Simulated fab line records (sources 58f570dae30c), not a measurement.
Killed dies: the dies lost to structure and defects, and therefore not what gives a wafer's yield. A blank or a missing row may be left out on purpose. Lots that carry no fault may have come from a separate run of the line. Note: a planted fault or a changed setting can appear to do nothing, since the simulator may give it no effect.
A struck lot beside a sound one + flow berkeley_cmos170 + 14 out of 331 route steps
Sound: wafers L339.2, L339.5, L339.6. Wafers L333.3, L333.4, L333.5 were the ones struck. Last of all comes the cause.
For every step that has rows: the tool of each side, followed by ch and its chambers, followed by its first start. Under that, the readings that differ: sound wafers + struck wafers + difference of the means + sigmas: that difference in standard deviations of wafers without a fault.
alike: same words and numbers on both sides, and readings whose means sit less than 2 such deviations apart. not compared: any withheld reading, any reading some wafer has no value for, any bound like >300 that may hide the same value, and any number with overlapping values for which the record gives no deviation.
Wherever a step has rows on one side only, a row that says differs or no value, or a row with sigmas, the two part there. Non-overlapping numbers with no deviation appear without sigmas and do not part them. A reading that every wafer of one side lacks parts them only if that side has two wafers or more.

first, 1 step without rows for these wafers: UCB170_FIELD_WET_ETCH_06 (etches SiO2 in BOE, time 22 s).
UCB170_FIELD_THK_MEAS_90:
  sound: film_metro-03 at day 9 02:44; struck: film_metro-04 at day 8 09:29
  alike: FIELD_OXIDE_LEFT_1_THK
then, 2 steps without rows for these wafers: UCB170_SACOX_CLEAN_00 (cleans in dHF, time 7.5 s); UCB170_SACOX_OXIDATION_01 (target thk 14.4 nm, ox time 2514 s).
UCB170_SACOX_THK_MEAS_02:
  sound: film_metro-01 at day 9 06:32; struck: film_metro-02 at day 8 13:35
  alike: SACOX_OXIDE_THK
then, 2 steps without rows for these wafers: UCB170_SCREENOX_WET_ETCH_00 (etches SiO2 in dHF, time 200 s); UCB170_SCREENOX_OXIDATION_01 (target thk 14.4 nm, ox time 2400 s).
UCB170_SCREENOX_THK_MEAS_02:
  sound: film_metro-01 at day 9 09:27; struck: film_metro-03 at day 8 18:11
  alike: SCREENOX_OXIDE_THK
then, 4 steps without rows for these wafers: UCB170_SCREENOX_ANNEAL_03 (time 900 s); UCB170_NVT_HMDS_00 (prime time 60 s); UCB170_NVT_COAT_01 (resist thk 900 nm); UCB170_NVT_SOFTBAKE_02 (time 60 s).
UCB170_NVT_EXPOSE_03: exposes mask PWELL, target cd 3000 nm.
  struck on krf_scanner-02, day 8 23:10; sound on krf_scanner-01 ch 0, day 9 16:07
  no value came back on the struck wafers for exposure_dose_mJ_cm2, focus_offset_nm (nm); on the sound wafers exposure_dose_mJ_cm2 reads 29.968 29.969 29.944
  alike: mask
next, for these wafers, 1 step has no rows: UCB170_NVT_PEB_04.

== WHERE THEY PART ==
Only at UCB170_NVT_EXPOSE_03, as far as this record shows.

WHY: what the simulator had put in
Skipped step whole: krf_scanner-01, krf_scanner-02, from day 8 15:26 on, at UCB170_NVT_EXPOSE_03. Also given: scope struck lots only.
